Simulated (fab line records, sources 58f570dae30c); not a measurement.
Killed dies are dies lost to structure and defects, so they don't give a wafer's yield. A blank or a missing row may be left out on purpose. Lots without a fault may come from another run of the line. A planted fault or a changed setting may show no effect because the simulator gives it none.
fab line records | flow berkeley_cmos170
record lots=14 wafers=42 last_day=12
route steps=331 shown ZERO@13 PLDD@148 CONTACT@222 V1@257
lots that met no fault: from a run of the same line without faults
start_h: hours from the record's first day to the start of the lot's first wafer shown | wait_h: hours since the lot's step before | " the same as in the row above | L1.1+2: a row that stands for several wafers | - no value, or no start given | * or withheld: withheld | < > ~ a bound
route shown NAME@n: a module of which the file shows steps, and the number in the route of the first | usual: mean/standard deviation of fault-free wafers | same: alike in all rows | chamber/n: place in a boat | sites: the reading at each site | _std_site: their standard deviation | _edge_site: outer sites' mean less inner sites' | radius_mm: how far each site lies from the wafer's centre | mask NAME#n: copy n | behind: the tool/chamber that last shaped the wafer | hold: why the lot was held/for how many hours/how that ended | device: the transistor (n, p or np) that didn't switch | end of line: the same wafers' tests at the end of the route | a step without rows: its recipe alone | killed: dies lost to structure and defects at the first sort, not the wafer's yield | map: a wafer's dies, x killed, . not, _ none there
set.NAME: the setting as run; set.NAME@STEP: as run at that earlier step | model.NAME: the simulator's own value behind a step, which no gauge read
steps of the route over a sample of lots; a table a step, a row a wafer
services: from which hour (start_h, from the record's first day; less than 0 if before it) a tool's chamber was out of use, for how many hours, and why
## steps
# step UCB170_ZERO_STRIP_07
# recipe chemistry=O2 power_w=400 pressure_mtorr=3500 platen_temp_c=withheld o2_flow_sccm=400 overash_fraction=0.5
# usual drypump_motor_current_A=5.8/0.54 oes_product_au=0.727/0.0048 strip_time_to_endpoint_s=21.48/0.059
# columns lot.wafer tool chamber start_h wait_h drypump_motor_current_A oes_product_au rf_hours_counter_h strip_time_to_endpoint_s
L396.2 plasma_asher-01 0 29.89 0.0 6.6 0.734 24 21.43
L396.4 " 0 " " 6.7 0.726 - 21.55
L396.6 " 0 " " 6.6 0.732 - 21.43
L397.2 plasma_asher-03 0 33.53 0.0 5.6 0.719 34 21.47
L397.5 " 1 " " 5.7 0.720 - 21.46
L397.6 " 0 " " 5.6 0.734 - 21.54
L398.1 plasma_asher-01 0 37.64 0.0 6.6 0.728 25 21.43
L398.5 " 1 " " 5.8 0.731 - 21.44
L398.6 " 0 " " 6.6 0.716 - 21.45
L399.3 plasma_asher-03 1 43.21 0.0 5.7 0.733 - 21.46
L399.4 " 0 " " 5.6 0.731 - 21.42
L399.5 " 0 " " 5.6 0.724 - 21.38
L401.1 plasma_asher-03 1 54.26 0.0 5.8 0.723 37 21.46
L401.3 " 1 " " 5.7 0.722 - 21.46
L401.5 " 0 " " 5.6 0.732 - 21.35
L402.1 plasma_asher-04 1 58.39 0.0 4.9 0.725 33 21.55
L402.2 " 0 " " 6.2 0.734 33 21.54
L402.3 " 0 " " 6.2 0.720 - 21.59
L405.1 plasma_asher-01 1 75.38 0.0 5.8 0.720 28 21.49
L405.3 " 0 " " 6.7 0.720 - 21.42
L405.6 " 0 " " 6.7 0.722 - 21.47
L406.1 plasma_asher-01 1 78.69 0.0 5.8 0.726 28 21.55
L406.3 " 0 " " 6.6 0.722 - 21.52
L406.5 " 0 " " 6.6 0.724 - 21.48
L407.1 plasma_asher-03 1 88.85 0.0 5.7 0.731 40 21.51
L407.3 " 1 " " 5.7 0.726 - 21.54
L407.6 " 0 " " 5.6 0.724 - 21.57
L408.2 plasma_asher-04 1 88.96 0.0 4.9 0.729 35 21.48
L408.5 " 0 " " 6.2 0.732 - 21.59
L408.6 " 1 " " 4.9 0.726 - 21.53
L411.3 plasma_asher-03 0 105.49 0.0 5.6 0.721 - 21.58
L411.4 " 1 " " 5.8 0.735 - 21.56
L411.5 " 1 " " 5.8 0.721 - 21.64
L414.1 plasma_asher-04 1 119.24 0.0 4.9 0.723 39 21.48
L414.3 " 1 " " 4.9 0.730 - 21.48
L414.4 " 0 " " 6.2 0.730 - 21.52
L415.2 plasma_asher-03 0 124.30 0.0 5.6 0.732 1 21.45
L415.4 " 0 " " 5.6 0.727 - 21.49
L415.5 " 1 " " 5.7 0.715 - 21.40
L417.1 plasma_asher-01 1 135.66 0.0 5.8 0.724 35 21.46
L417.2 " 0 " " 6.7 0.733 35 21.41
L417.3 " 1 " " 5.8 0.731 - 21.44
# step UCB170_PLDD_EXPOSE_03
# recipe mask_id=PSELECT na=0.5 sigma_outer=0.6 source_shape=conventional target_cd_nm=1200 dose_mj=30
# same sigma_outer=0.6
# columns lot.wafer tool chamber start_h wait_h mask
L396.2+4+6 krf_scanner-02 0 135.38 0.1 PSELECT#0
L397.2+5+6 krf_scanner-02 0 136.07 0.4 PSELECT#0
L399.3+4+5 krf_scanner-02 0 148.77 0.2 PSELECT#0
L398.1+5+6 krf_scanner-01 0 148.97 0.4 PSELECT#0
L401.1+3+5 krf_scanner-02 0 166.72 0.3 PSELECT#0
L402.1+2+3 krf_scanner-02 0 171.77 0.1 PSELECT#0
L405.1+3+6 krf_scanner-02 0 189.29 0.1 PSELECT#0
L406.1+3+5 krf_scanner-01 0 189.64 0.2 PSELECT#0
L407.1+3+6 krf_scanner-01 0 195.39 0.1 PSELECT#0
L408.2+5+6 krf_scanner-02 0 208.57 0.2 PSELECT#0
L411.3+4+5 krf_scanner-01 0 221.08 0.2 PSELECT#0
L415.2+4+5 krf_scanner-02 0 233.67 0.1 PSELECT#0
L414.1+3+4 krf_scanner-02 0 234.09 0.3 PSELECT#0
L417.1+2+3 krf_scanner-02 0 244.58 - PSELECT#0
# step UCB170_PLDD_OVL_MEAS_07
# usual PLDD_OVL=-4/4.7
# columns lot.wafer tool chamber start_h wait_h PLDD_OVL[nm]
L396.2 overlay-01 - 136.21 0.1 -13
L396.4 " - " " -16
L396.6 " - " " -12
L397.2 overlay-01 - 136.76 0.1 -9
L397.5 " - " " -14
L397.6 " - " " -6
L399.3 overlay-02 - 149.37 0.1 -1
L399.4 " - " " -2
L399.5 " - " " 3
L398.1 overlay-01 - 149.55 0.1 -7
L398.5 " - " " -11
L398.6 " - " " -10
L401.1 overlay-02 - 167.23 0.1 -1
L401.3 " - " " -8
L401.5 " - " " 1
L402.1 overlay-01 - 172.44 0.1 0
L402.2 " - " " -4
L402.3 " - " " -7
L405.1 overlay-02 - 189.80 0.1 1
L405.3 " - " " -6
L405.6 " - " " -2
L406.1 overlay-01 - 190.15 0.1 -4
L406.3 " - " " -8
L406.5 " - " " -5
L407.1 overlay-01 - 195.90 0.1 314
L407.3 " - " " 313
L407.6 " - " " 312
L408.2 overlay-02 - 209.07 0.1 -7
L408.5 " - " " -8
L408.6 " - " " 0
L411.3 overlay-01 - 222.05 0.1 317
L411.4 " - " " 314
L411.5 " - " " 316
L415.2 overlay-01 - 234.25 0.1 -15
L415.4 " - " " -9
L415.5 " - " " -7
L414.1 overlay-01 - 234.60 0.1 -7
L414.3 " - " " -1
L414.4 " - " " -4
L417.1 overlay-02 - 246.30 0.1 0
L417.2 " - " " -6
L417.3 " - " " -9
# step UCB170_CONTACT_STRIP_06
# recipe chemistry=O2 power_w=400 pressure_mtorr=3500 platen_temp_c=withheld o2_flow_sccm=400 overash_fraction=0.5
# usual drypump_motor_current_A=5.5/0.59 oes_product_au=0.734/0.0045 strip_time_to_endpoint_s=21.97/0.051
# columns lot.wafer tool chamber start_h wait_h drypump_motor_current_A oes_product_au rf_hours_counter_h strip_time_to_endpoint_s
L397.2 plasma_asher-02 1 158.09 0.1 4.8 0.734 45 21.95
L397.5 " 0 " " 5.4 0.729 - 21.92
L397.6 " 1 " " 4.8 0.727 - 21.96
L396.2 plasma_asher-02 0 160.15 0.1 5.4 0.737 45 21.99
L396.4 " 0 " " 5.4 0.735 - 21.94
L396.6 " 1 " " 4.8 0.726 - 21.94
L398.1 plasma_asher-02 1 165.51 0.1 4.8 0.742 46 22.00
L398.5 " 1 " " 4.8 0.735 - 21.98
L398.6 " 0 " " 5.4 0.734 - 22.04
L399.3 plasma_asher-02 0 165.67 0.1 5.4 0.736 - 22.01
L399.4 " 1 " " 4.8 0.731 - 21.95
L399.5 " 0 " " 5.4 0.731 - 21.92
L401.1 plasma_asher-01 0 182.49 0.1 6.6 0.730 40 21.94
L401.3 " 0 " " 6.6 0.732 - 21.96
L401.5 " 1 " " 5.8 0.728 - 21.88
L402.1 plasma_asher-02 0 189.53 0.1 5.4 0.732 49 22.00
L402.2 " 1 " " 4.8 0.736 49 22.04
L402.3 " 1 " " 4.8 0.733 - 22.03
L405.1 plasma_asher-02 0 209.12 0.1 5.4 0.739 51 22.00
L405.3 " 0 " " 5.4 0.730 - 21.98
L405.6 " 0 " " 5.4 0.733 - 21.96
L406.1 plasma_asher-03 1 209.22 0.1 5.7 0.730 10 21.97
L406.3 " 0 " " 5.6 0.738 - 21.95
L406.5 " 0 " " 5.6 0.740 - 22.00
L407.1 plasma_asher-01 1 213.32 0.1 5.8 0.733 43 21.98
L407.3 " 1 " " 5.8 0.737 - 22.01
L407.6 " 1 " " 5.9 0.734 - 21.97
L408.2 plasma_asher-02 1 225.90 0.1 4.8 0.738 53 21.88
L408.5 " 1 " " 4.8 0.733 - 21.93
L408.6 " 0 " " 5.4 0.729 - 21.80
L411.3 plasma_asher-02 0 235.15 0.1 5.4 0.747 - 22.02
L411.4 " 1 " " 4.8 0.732 - 21.97
L411.5 " 0 " " 5.4 0.738 - 21.99
L414.1 plasma_asher-02 0 252.54 0.1 5.4 0.733 56 21.92
L414.3 " 1 " " 4.7 0.732 - 21.90
L414.4 " 0 " " 5.4 0.737 - 21.94
L415.2 plasma_asher-03 0 252.97 0.1 5.6 0.738 15 22.02
L415.4 " 0 " " 5.6 0.725 - 22.01
L415.5 " 0 " " 5.6 0.740 - 22.04
L417.1 plasma_asher-03 0 263.01 0.1 5.6 0.737 17 21.95
L417.2 " 1 " " 5.7 0.739 17 21.91
L417.3 " 0 " " 5.6 0.731 - 21.98
# step UCB170_V1_BOW_MEAS_03
# recipe mode=bow
# usual V1_BOW=19/6.1
# columns lot.wafer tool chamber start_h wait_h V1_BOW[um]
L397.2 film_metro-01 - 167.26 0.3 28
L397.5 " - " " 21
L397.6 " - " " 7
L396.2 film_metro-03 - 167.56 0.3 11
L396.4 " - " " 21
L396.6 " - " " 19
L398.1 film_metro-03 - 174.59 0.1 19
L398.5 " - " " 15
L398.6 " - " " 13
L399.3 film_metro-01 - 174.63 0.2 20
L399.4 " - " " 19
L399.5 " - " " 8
L401.1 film_metro-03 - 193.11 0.1 29
L401.3 " - " " 23
L401.5 " - " " 16
L402.1 film_metro-03 - 197.36 0.1 24
L402.2 " - " " 17
L402.3 " - " " 15
L406.1 film_metro-03 - 216.05 0.2 14
L406.3 " - " " 28
L406.5 " - " " 16
L405.1 film_metro-02 - 216.13 0.2 14
L405.3 " - " " 12
L405.6 " - " " 20
L407.1 film_metro-02 - 221.64 0.1 27
L407.3 " - " " 19
L407.6 " - " " 29
L408.2 film_metro-03 - 236.78 0.3 33
L408.5 " - " " 11
L408.6 " - " " 21
L411.3 film_metro-02 - 243.31 0.3 22
L411.4 " - " " 24
L411.5 " - " " 23
L414.1 film_metro-03 - 261.87 0.1 29
L414.3 " - " " 29
L414.4 " - " " 25
L415.2 film_metro-01 - 261.89 0.2 19
L415.4 " - " " 25
L415.5 " - " " 17
L417.1 film_metro-03 - 273.31 0.1 41
L417.2 " - " " 23
L417.3 " - " " 11
## services
# columns tool chamber start_h hours kind
plasma_asher-01 - 11.99 2.0 repair
krf_scanner-02 - 20.63 0.8 pm
krf_scanner-02 - 27.06 1.3 pm
plasma_asher-01 - 40.12 1.1 repair
krf_scanner-02 - 45.57 2.6 repair
krf_scanner-01 - 45.79 0.3 repair
plasma_asher-01 - 46.56 2.9 repair
plasma_asher-01 - 49.47 0.9 repair
plasma_asher-03 - 51.71 0.8 repair
plasma_asher-01 - 60.00 4.0 pm
krf_scanner-01 - 65.12 0.8 pm
plasma_asher-03 - 96.03 1.5 repair
krf_scanner-01 - 96.47 1.8 repair
krf_scanner-02 - 96.47 0.7 repair
plasma_asher-03 - 108.75 9.0 pm
krf_scanner-01 - 116.09 0.5 repair
krf_scanner-02 - 118.58 1.0 pm
krf_scanner-02 - 131.87 1.1 repair
krf_scanner-01 - 145.00 1.0 pm
krf_scanner-02 - 189.43 0.8 pm
krf_scanner-02 - 200.22 3.8 repair
krf_scanner-02 - 203.98 1.3 pm
plasma_asher-01 - 223.40 2.8 pm
plasma_asher-01 - 256.51 1.7 repair
## key
first_sign step=UCB170_PLDD_OVL_MEAS_07 reading=PLDD_OVL direction=up sigmas=68 usual=-4 struck=314
effect none on later readings
met_at UCB170_PLDD_EXPOSE_03
struck_lots L407,L411
tester_left_out L407,L411
not_acting_at UCB170_ZERO_STRIP_07,UCB170_CONTACT_STRIP_06,UCB170_V1_BOW_MEAS_03
onset_between 189.64 195.39
fault kind=scanner_matching_overlay tool=krf_scanner-01 chamber=- onset_h=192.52 steps=UCB170_PLDD_EXPOSE_03 offset=320
# tester_left_out: of these lots the tester's yield and bins aren't shown, on N5 and GAA mostly nor the transistor test; their killed dies are dies lost to structure and defects alone, not to doping, threshold or leakage, so they don't give the yield
